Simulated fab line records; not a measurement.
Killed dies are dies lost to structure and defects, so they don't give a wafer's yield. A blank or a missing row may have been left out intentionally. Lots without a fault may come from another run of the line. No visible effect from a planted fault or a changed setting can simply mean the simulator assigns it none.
Split-lot trial ; flow berkeley-cmos170 ; 5 lots, 23 wafers read, on a route of 331 steps

## SPLIT DETAILS
At UCB170_ACTIVE_CVD_05 (deposits Si3N4 from SiH2Cl2/NH3, target thk 220 nm, time 3300 s), the setting nh3-flow-sccm was moved away from the recipe's 75 sccm on 15 of the 23 wafers read, by -10.9% to +14.3%. All remaining wafers had this setting at the recipe value.

Split to reading: the file shows no intervening step.

## THE READING
oes-product-au, in a.u., at UCB170_ACTIVE_ETCH_15 (etches Si3N4 in CH3F/Ar/O2, stops on SiO2, target depth 242 nm, time 151 s). On this fab line, fault-free wafers typically give 0.926 a.u. with a standard deviation of 0.014 a.u.

wafer;tool, chamber at the split;nh3-flow-sccm as run, sccm;against the recipe;oes-product-au, a.u.;against lot-mates on the recipe
L075.1;-, -;85.69;+14.3%;0.984;no lot-mate on the recipe
L075.2;-, -;85.69;+14.3%;0.975;no lot-mate on the recipe
L075.3;-, -;85.69;+14.3%;0.968;no lot-mate on the recipe
L075.5;-, -;85.69;+14.3%;0.999;no lot-mate on the recipe
L075.6;-, -;85.69;+14.3%;0.970;no lot-mate on the recipe
L076.2;-, -;67.68;-9.8%;0.894;no lot-mate on the recipe
L076.3;-, -;67.68;-9.8%;0.901;no lot-mate on the recipe
L076.4;-, -;67.68;-9.8%;0.875;no lot-mate on the recipe
L076.5;-, -;67.68;-9.8%;0.889;no lot-mate on the recipe
L076.6;-, -;67.68;-9.8%;0.883;no lot-mate on the recipe
L079.2;-, -;75;recipe;0.949;-
L079.3;-, -;75;recipe;0.926;-
L079.4;-, -;75;recipe;0.905;-
L079.5;-, -;75;recipe;0.922;-
L079.6;-, -;75;recipe;0.936;-
L083.1;lpcvd-02, 1;75;recipe;0.933;-
L083.3;lpcvd-02, 1;75;recipe;0.920;-
L083.5;lpcvd-02, 1;75;recipe;0.927;-
L082.1;-, -;66.8;-10.9%;0.872;no lot-mate on the recipe
L082.3;-, -;66.8;-10.9%;0.873;no lot-mate on the recipe
L082.4;-, -;66.8;-10.9%;0.885;no lot-mate on the recipe
L082.5;-, -;66.8;-10.9%;0.886;no lot-mate on the recipe
L082.6;-, -;66.8;-10.9%;0.872;no lot-mate on the recipe

FIT RESULTS
A straight line over all 23 wafers: oes-product-au changes by +0.00394 a.u. for each +1% of nh3-flow-sccm; r = +0.96; the points scatter about the line by 0.011 a.u.
Too few moved wafers with a lot-mate on the recipe to fit a line net of each lot's own level.

## THE WHOLE CHAIN: every reading that the file lists as answering this split, in the file's order
step;what it does;reading;change (the file's fit);r (the file's)
UCB170_ACTIVE_ETCH_15;etches Si3N4 in CH3F/Ar/O2, stops on SiO2, target depth 242 nm, time 151 s;oes-product-au;+0.00393 a.u. for each +1% of the setting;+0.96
UCB170_FIELD_CLEAN_00;cleans in dHF, time 7.5 s;Si3N4_of_ACTIVE_CVD_05.thk-nm (the simulator's own value, which no gauge read);+1.63 nm for each +1% of the setting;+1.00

## FILE'S OWN FIT
oes-product-au changes by +0.00393 a.u. for each +1% of nh3-flow-sccm, r = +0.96.
